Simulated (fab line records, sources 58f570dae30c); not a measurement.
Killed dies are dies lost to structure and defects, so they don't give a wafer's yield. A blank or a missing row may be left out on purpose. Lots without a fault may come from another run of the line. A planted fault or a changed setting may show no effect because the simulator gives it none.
Split-lot experiment | flow berkeley_cmos170 | 5 lots, 23 wafers read, on a route of 331 steps

THE SPLIT
At UCB170_PVT_COAT_01 (resist thk 900 nm), the setting resist_thk_nm was moved away from the recipe's 900 nm on 8 of the 23 wafers read, by -5.0% to +3.4%. The other wafers ran this setting at the recipe's value.

The reading is taken at the split's own step.

THE READING
KrF_of_PVT_COAT_01.thk_nm (the simulator's own value, which no gauge read), in nm, at UCB170_PVT_COAT_01 (resist thk 900 nm). The file gives no usual value for it. The 15 wafers here that ran the recipe average 902.4 nm, standard deviation 2.8 nm.

wafer  | tool, chamber at the split | resist_thk_nm as run, nm | against the recipe | KrF_of_PVT_COAT_01.thk_nm, nm | against lot-mates on the recipe
L074.1 | litho_track-03, 0          | 859.5                    | -4.5%              | 858.2                         | -41.4
L074.2 | litho_track-03, 0          | 900                      | recipe             | 899.3                         | -
L074.3 | litho_track-03, 0          | 900                      | recipe             | 898                           | -
L074.4 | litho_track-03, 0          | 859.5                    | -4.5%              | 860.5                         | -39.1
L074.5 | litho_track-03, 0          | 900                      | recipe             | 901.4                         | -
L076.1 | litho_track-03, 0          | 900                      | recipe             | 903.4                         | -
L076.2 | litho_track-03, 0          | 900                      | recipe             | 904.4                         | -
L076.4 | litho_track-03, 0          | 900                      | recipe             | 904.3                         | -
L076.5 | litho_track-03, 0          | 900                      | recipe             | 905.8                         | -
L076.6 | litho_track-03, 0          | 900                      | recipe             | 901.7                         | -
L078.1 | litho_track-03, 0          | 930.4                    | +3.4%              | 940.6                         | +34.1
L078.3 | litho_track-03, 0          | 900                      | recipe             | 907.1                         | -
L078.4 | litho_track-03, 0          | 930.4                    | +3.4%              | 935.2                         | +28.7
L078.5 | litho_track-03, 0          | 900                      | recipe             | 905.9                         | -
L078.6 | litho_track-03, 0          | 930.4                    | +3.4%              | 937.2                         | +30.7
L077.2 | litho_track-02, 0          | 900                      | recipe             | 902.5                         | -
L077.3 | litho_track-02, 0          | 900                      | recipe             | 903.3                         | -
L077.4 | litho_track-02, 0          | 855.2                    | -5.0%              | 856.8                         | -46.1
L077.5 | litho_track-02, 0          | 855.2                    | -5.0%              | 854.8                         | -48.1
L077.6 | litho_track-02, 0          | 855.2                    | -5.0%              | 858.3                         | -44.6
L084.1 | litho_track-02, 0          | 900                      | recipe             | 898.6                         | -
L084.4 | litho_track-02, 0          | 900                      | recipe             | 901.6                         | -
L084.5 | litho_track-02, 0          | 900                      | recipe             | 898.2                         | -

THE FIT
A straight line over all 23 wafers: KrF_of_PVT_COAT_01.thk_nm changes by +9.64 nm for each +1% of resist_thk_nm; r = +0.99; the points scatter about the line by 2.8 nm.
The same after taking each lot's own level away (the mean of its wafers on the recipe; 23 wafers): +9.19 nm for each +1%; r = +1.00; scatter 1.5 nm.
On that fit, the largest move of resist_thk_nm shifts the reading by 46 nm.
The lots' own levels span 899.47 to 906.50 nm, that is 2.5 times the standard deviation above.
So the lot-to-lot level changes the slope little: the two slopes agree.
Check: with one of the wafers moved furthest among these (-5.0%) left out of the fit, the line predicts -45.6 nm for it against its lot-mates. It came out at -46.1 nm against them.

OTHER SPLITS ON THESE WAFERS
These wafers also went through other splits before the reading. Each is held against what the fit with the lots' levels taken away leaves over:
other split on the same wafers      | wafers away from the commonest value | r with KrF_of_PVT_COAT_01.thk_nm (lot level and that fit taken away)
UCB170_NWELL_OXIDATION_01 ox_time_s | 15                                   | -0.16
UCB170_NWELL_CVD_04 temp_c          | 18                                   | -0.14
UCB170_PWELL_OXIDATION_02 ox_time_s | 18                                   | +0.13
UCB170_PWELL_COAT_08 resist_thk_nm  | 7                                    | -0.19
UCB170_PFIELD_IMPLANT_07 dose_cm2   | 11                                   | -0.25
UCB170_NVT_COAT_01 resist_thk_nm    | 10                                   | +0.07

THE WHOLE CHAIN: every reading that the file lists as answering this split, in the file's order
step                | what it does      | reading                                                                    | change (the file's fit)              | r (the file's)
UCB170_PVT_COAT_01  | resist thk 900 nm | KrF_of_PVT_COAT_01.thk_nm (the simulator's own value, which no gauge read) | +9.16 nm for each +1% of the setting | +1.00
UCB170_PVT_STRIP_08 | strips in O2      | strip_time_to_endpoint_s                                                   | withheld for each +1% of the setting | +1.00

THE FILE'S OWN FIT
KrF_of_PVT_COAT_01.thk_nm changes by +9.16 nm for each +1% of resist_thk_nm, r = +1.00.
